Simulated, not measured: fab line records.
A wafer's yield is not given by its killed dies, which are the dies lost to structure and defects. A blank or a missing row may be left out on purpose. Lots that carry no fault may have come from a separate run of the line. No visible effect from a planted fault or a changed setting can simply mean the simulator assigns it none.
Lot-split experiment    flow berkeleyCmos170    on a route of 331 steps: 5 lots, 23 wafers read

## SPLIT DETAILS
At UCB170_GATE_CVD_04 (deposits poly-Si from SiH4, time 1440 s, target thk 214 nm), the setting timeS was moved away from the recipe's 1440 s on 10 of the 23 wafers read, by +5.4% to +7.4%. This setting was run at the recipe's value on the other wafers.

Split to reading: the file shows no intervening step.

## THE READING
At UCB170_GATE_THK_MEAS_05: GATE_POLY_THK, given in nm. A value of 214.2 nm with a standard deviation of 2.3 nm is what fault-free wafers of this fab line usually give.

wafer   tool, chamber at the split  timeS as run, s  against the recipe  GATE_POLY_THK, nm  against lot-mates on the recipe
L074.1  -, -                        1546             +7.4%               231.7              no lot-mate on the recipe
L074.3  -, -                        1546             +7.4%               231.3              no lot-mate on the recipe
L074.4  -, -                        1546             +7.4%               232.9              no lot-mate on the recipe
L074.5  -, -                        1546             +7.4%               232.3              no lot-mate on the recipe
L074.6  -, -                        1546             +7.4%               232.1              no lot-mate on the recipe
L075.1  -, -                        1518             +5.4%               224.8              no lot-mate on the recipe
L075.3  -, -                        1518             +5.4%               224.7              no lot-mate on the recipe
L075.4  -, -                        1518             +5.4%               226.9              no lot-mate on the recipe
L075.5  -, -                        1518             +5.4%               226.3              no lot-mate on the recipe
L075.6  -, -                        1518             +5.4%               224.9              no lot-mate on the recipe
L076.2  lpcvd-01, 0                 1440             recipe              216.2              -
L076.5  lpcvd-01, 0                 1440             recipe              217.4              -
L076.6  lpcvd-01, 0                 1440             recipe              217.2              -
L079.1  -, -                        1440             recipe              210.4              -
L079.2  -, -                        1440             recipe              210.6              -
L079.3  -, -                        1440             recipe              210.2              -
L079.5  -, -                        1440             recipe              210.5              -
L079.6  -, -                        1440             recipe              208.9              -
L080.1  -, -                        1440             recipe              216.5              -
L080.2  -, -                        1440             recipe              215.9              -
L080.3  -, -                        1440             recipe              215.6              -
L080.5  -, -                        1440             recipe              215.2              -
L080.6  -, -                        1440             recipe              215.3              -

FIT RESULTS
A straight line over all 23 wafers: GATE_POLY_THK changes by +2.38 nm for each +1% of timeS; r = +0.95; the points scatter about the line by 2.5 nm.
Too few moved wafers with a lot-mate on the recipe to fit a line net of each lot's own level.

## THE WHOLE CHAIN: every reading that the file lists as answering this split, in the file's order
step                     what it does                                                                  reading                                                                        change (the file's fit)               r (the file's)
UCB170_GATE_CVD_04       deposits poly-Si from SiH4, time 1440 s, target thk 214 nm                    poly-Si_of_GATE_CVD_04.thkNm (the simulator's own value, which no gauge read)  +2.38 nm for each +1% of the setting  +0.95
UCB170_GATE_THK_MEAS_05                                                                                GATE_POLY_THK                                                                  +2.38 for each +1% of the setting     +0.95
UCB170_GATE_ETCH_15      etches poly-Si in HBr/Cl2, stops on SiO2, time 56.3 s, target depth 278.2 nm  etch.depthNm (the simulator's own value, which no gauge read)                  +2.44 nm for each +1% of the setting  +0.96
UCB170_GATE_ETCH_15      etches poly-Si in HBr/Cl2, stops on SiO2, time 56.3 s, target depth 278.2 nm  GATE.featureDepthNm (the simulator's own value, which no gauge read)           +2.36 nm for each +1% of the setting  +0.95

## THE FILE'S OWN FIT
GATE_POLY_THK changes by +2.38 nm for each +1% of timeS, r = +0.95.
